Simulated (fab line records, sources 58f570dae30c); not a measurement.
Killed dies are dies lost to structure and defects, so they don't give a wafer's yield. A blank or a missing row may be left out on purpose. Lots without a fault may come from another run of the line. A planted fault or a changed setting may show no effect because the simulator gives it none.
One fault seen from 2 desks | flow berkeley_cmos170 | each desk has only its own numbers; what lay behind them comes last

THE METROLOGY DESK
What the gauges read, lot by lot, whatever tool the lot ran on: means of the sampled wafers that have a number. A lot is out of limits, marked OUT, if its mean lies more than 4 standard deviations from the usual mean; the brackets give that distance.
Columns: A = PWELL_OXIDE_THK at UCB170_PWELL_THK_MEAS_03, usual 26.2 nm; B = PWELL_OVL at UCB170_PWELL_OVL_MEAS_13, usual -3 nm; C = NLDD_TW at UCB170_NLDD_TW_MEAS_11, usual 2233; D = NLDD_RS at UCB170_SDANNEAL_RS_MEAS_05, usual 616.1 ohm/sq; E = V2_OVL at UCB170_V2_OVL_MEAS_13, usual -2 nm
lot  | first seen here | A    | B  | C               | D               | E
L183 | day 3 10:53     | 26.4 | -2 | 2195            | 618.8           | 4
L184 | day 4 02:50     | 25.9 | -5 | 2251            | 616.2           | -4
L185 | day 4 02:51     | 26.6 | 0  | 2204            | 617.7           | -3
L186 | day 4 16:32     | 25.4 | 0  | 2236            | 618.1           | -7
L190 | day 5 04:37     | 26.5 | -5 | 2097 (-7.2) OUT | 697.3 (+48) OUT | -3
L189 | day 5 04:40     | 26.1 | -2 | 2150 (-4.4) OUT | 694.5 (+46) OUT | -0
L192 | day 5 04:40     | 26.8 | -1 | 2108 (-6.6) OUT | 693.1 (+45) OUT | -3
L194 | day 5 21:51     | 25.9 | -9 | 2222            | 619.7           | 3
L197 | day 6 08:23     | 25.7 | -4 | 2238            | 615.8           | 3
L200 | day 6 08:26     | 25.9 | 0  | 2252            | 616.5           | 0
L198 | day 6 08:26     | 26.3 | 0  | 2210            | 616.1           | 1
L202 | day 6 23:24     | 25.7 | -4 | 2250            | 616.8           | -4
L204 | day 7 11:41     | 26.9 | -1 | 2259            | 615.1           | -12
L203 | day 7 11:42     | 26.8 | -2 | 2235            | 616.4           | 3
L205 | day 7 18:30     | 26.4 | -7 | 2249            | 614.4           | -11
This desk's finding: out of limits on L189, L190, L192; first on L192, day 9 21:07 (NLDD_TW at UCB170_NLDD_TW_MEAS_11). In limits: L183, L184, L185, L186, L194, L197, L200, L198, L202, L204, L203, L205.

THE TOOL OWNER'S DESK: implanter-03
The tool's own readings at UCB170_NLDD_IMPLANT_08: means of the sampled wafers that have a number, for each lot that ran on this tool. A lot is out of limits, marked OUT, if its mean lies more than 4 standard deviations from the usual mean; the brackets give that distance.
Columns: A = dose_ions_cm2 at UCB170_NLDD_IMPLANT_08, usual 5e+13; B = end_station_pressure_torr at UCB170_NLDD_IMPLANT_08, usual 5.14e-06 Torr; C = faraday_current_uA at UCB170_NLDD_IMPLANT_08, usual 158.6
lot  | first seen here | A                       | B        | C
L184 | day 8 15:35     | 5e+13                   | 5.08e-06 | 159.1
L192 | day 9 20:43     | 3e+13 (-99 or more) OUT | 4.96e-06 | 105.8 (-18) OUT
L190 | day 9 21:28     | 3e+13 (-99 or more) OUT | 5.28e-06 | 107.1 (-18) OUT
L189 | day 9 23:34     | 3e+13 (-99 or more) OUT | 4.90e-06 | 106.3 (-18) OUT
This desk's finding: out of limits on L189, L190, L192; first on L192, day 9 20:43 (dose_ions_cm2 at UCB170_NLDD_IMPLANT_08). In limits: L184.

PUT TOGETHER
The tool owner's desk could have raised an alarm at day 9 20:43, on L189, L190, L192.
The metrology desk could have raised an alarm at day 9 21:07, on L189, L190, L192.
Of the lots named, all ran UCB170_NLDD_IMPLANT_08 on implanter-03.

WHAT THE SIMULATOR HAD PUT IN
Process parameter drift: implanter-03, from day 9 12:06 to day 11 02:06, at UCB170_NLDD_IMPLANT_08. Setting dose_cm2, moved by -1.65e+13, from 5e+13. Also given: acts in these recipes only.
Lots struck among those shown: L189, L190, L192.
Hours from the fault's start to each desk's first reading out of limits: the tool owner's desk, 9; the metrology desk, 9.
